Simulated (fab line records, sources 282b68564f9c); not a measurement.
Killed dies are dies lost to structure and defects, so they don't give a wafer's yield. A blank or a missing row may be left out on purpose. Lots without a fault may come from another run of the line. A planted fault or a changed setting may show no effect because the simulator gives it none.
Which tool did it? | flow rit_cmos | 14 lots, 42 wafers sampled, at 2 steps of a route of 202

WHAT THE GAUGES READ, wafer by wafer
RIT_ACTIVE_THK_MEAS_04.
lot  | measured    | on            | ACTIVE_NITRIDE_THK (nm)
L470 | day 1 15:03 | film_metro-04 | 151.1 151.0 150.3
L472 | day 1 23:32 | film_metro-04 | 148.7 148.0 150.1
L473 | day 2 05:38 | film_metro-01 | 150.2 151.2 148.5
L474 | day 2 12:55 | film_metro-01 | 151.5 150.8 151.8
L475 | day 2 18:01 | film_metro-04 | 150.3 149.7 149.4
L477 | day 3 01:41 | film_metro-04 | 151.8 153.1 152.2
L480 | day 3 15:37 | film_metro-02 | 195.4 194.9 193.8
L481 | day 3 21:19 | film_metro-01 | 149.7 148.8 150.2
L482 | day 4 01:32 | film_metro-02 | 192.8 193.6 192.6
L487 | day 5 02:32 | film_metro-01 | 149.4 150.3 150.5
L488 | day 5 07:32 | film_metro-02 | 146.2 146.6 146.8
L491 | day 5 23:14 | film_metro-02 | 152.6 150.8 151.3
L492 | day 6 04:31 | film_metro-04 | 149.5 150.3 149.7
L493 | day 6 09:27 | film_metro-04 | 147.9 148.9 148.5

WHICH TOOL RAN EACH LOT (tool, then ch and the chambers of the sampled wafers, then the start)
lot  | RIT_ACTIVE_CVD_03
L470 | lpcvd-01 ch 0, day 1 13:36
L472 | lpcvd-02 ch 1, day 1 22:07
L473 | lpcvd-01 ch 0, day 2 04:12
L474 | lpcvd-02 ch 1, day 2 11:29
L475 | lpcvd-01 ch 0, day 2 16:35
L477 | lpcvd-01 ch 0, day 3 00:15
L480 | lpcvd-01 ch 1, day 3 14:11
L481 | lpcvd-02 ch 1, day 3 19:11
L482 | lpcvd-01 ch 1, day 4 00:07
L487 | lpcvd-02 ch 0, day 5 01:07
L488 | lpcvd-02 ch 1, day 5 06:07
L491 | lpcvd-02 ch 0, day 5 21:48
L492 | lpcvd-02 ch 1, day 6 03:05
L493 | lpcvd-02 ch 0, day 6 08:02
- RIT_ACTIVE_CVD_03: deposits Si3N4 from SiH2Cl2/NH3, target thk 150 nm, time 1500 s.

WHAT THE TOOLS THEMSELVES READ (means of the sampled wafers that have a number; where no wafer has one, the mark that the record gives instead)
RIT_ACTIVE_CVD_03.
lot  | tool     | spike_tc_centre_C (C) | spike_tc_load_C (C) | spike_tc_source_C (C) | susceptor_temp_C (C)
L470 | lpcvd-01 | 812.7                 | 838                 | 827.9                 | 809.9
L472 | lpcvd-02 | 813.8                 | 830                 | 833.0                 | 810.3
L473 | lpcvd-01 | 812.5                 | 838                 | 826.9                 | 809.5
L474 | lpcvd-02 | 813.2                 | 830                 | 832.8                 | 810.5
L475 | lpcvd-01 | 811.7                 | 839                 | 826.7                 | 810.0
L477 | lpcvd-01 | 812.8                 | 837                 | 827.9                 | 809.6
L480 | lpcvd-01 | 828.3                 | 853                 | 848.6                 | 825.0
L481 | lpcvd-02 | 813.5                 | 830                 | 833.5                 | 810.1
L482 | lpcvd-01 | 827.3                 | 852                 | 848.4                 | 824.6
L487 | lpcvd-02 | 809.4                 | 836                 | 832.4                 | 809.5
L488 | lpcvd-02 | 812.9                 | 830                 | 831.8                 | 810.2
L491 | lpcvd-02 | 810.6                 | 835                 | 832.9                 | 809.7
L492 | lpcvd-02 | 813.1                 | 830                 | 833.1                 | 810.0
L493 | lpcvd-02 | 809.0                 | 836                 | 833.1                 | 809.9

THE ANSWER, worked out from the rows above alone
Rule: what is usual is taken from the lots themselves. Put in order of their means at a reading, lots are off if they are a third of the lots or fewer, leave a main group of 4 or more, and stand apart from it by a gap of 3 or more times the standard deviation of the main group's means; of several such gaps the widest counts. A main group whose means are all the same, to the digits that the tables above print for the reading, isn't used. A lot without any number at a reading at which 4 lots or more have one is off too. The other lots that the step has rows for count as sound. The gauges are gone through in route order, then the tools' own readings, and for those a lot's mean is taken as printed above. The first step at which some lot is off is used, and at that step the reading that is off furthest; a lot without a number counts as furthest.
Off: L480, L482, at RIT_ACTIVE_THK_MEAS_04 (ACTIVE_NITRIDE_THK). The main group: mean 149.9 nm, standard deviation 1.5.
A tool fits if, at a process step before that reading, it ran every lot that is off, and no sound lot after the first of them. The gauges at RIT_ACTIVE_THK_MEAS_04 aren't tried: what is off there is off at RIT_ACTIVE_CVD_03 too, on other tools, and a gauge's error can't cause that. One fits: lpcvd-01 at RIT_ACTIVE_CVD_03. Its last sound lot is L477 (day 3 00:15), its first lot that is off L480 (day 3 14:11): a fault that began between those two fits.
The tool's own readings at RIT_ACTIVE_CVD_03 bear it out: on the lots that are off they differ by more than 5 times the standard deviation of the sound lots' means. spike_tc_centre_C reads 827.8 C there against 812.1 C on the sound lots; spike_tc_load_C reads 852 C there against 834 C on the sound lots; spike_tc_source_C reads 848.5 C there against 831.0 C on the sound lots; susceptor_temp_C reads 824.8 C there against 809.9 C on the sound lots.

WHAT THE SIMULATOR HAD PUT IN
Process parameter drift: lpcvd-01, from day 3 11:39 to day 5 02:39, at RIT_ACTIVE_CVD_03. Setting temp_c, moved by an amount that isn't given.
Lots struck among those shown: L480, L482. The rule above found the same.
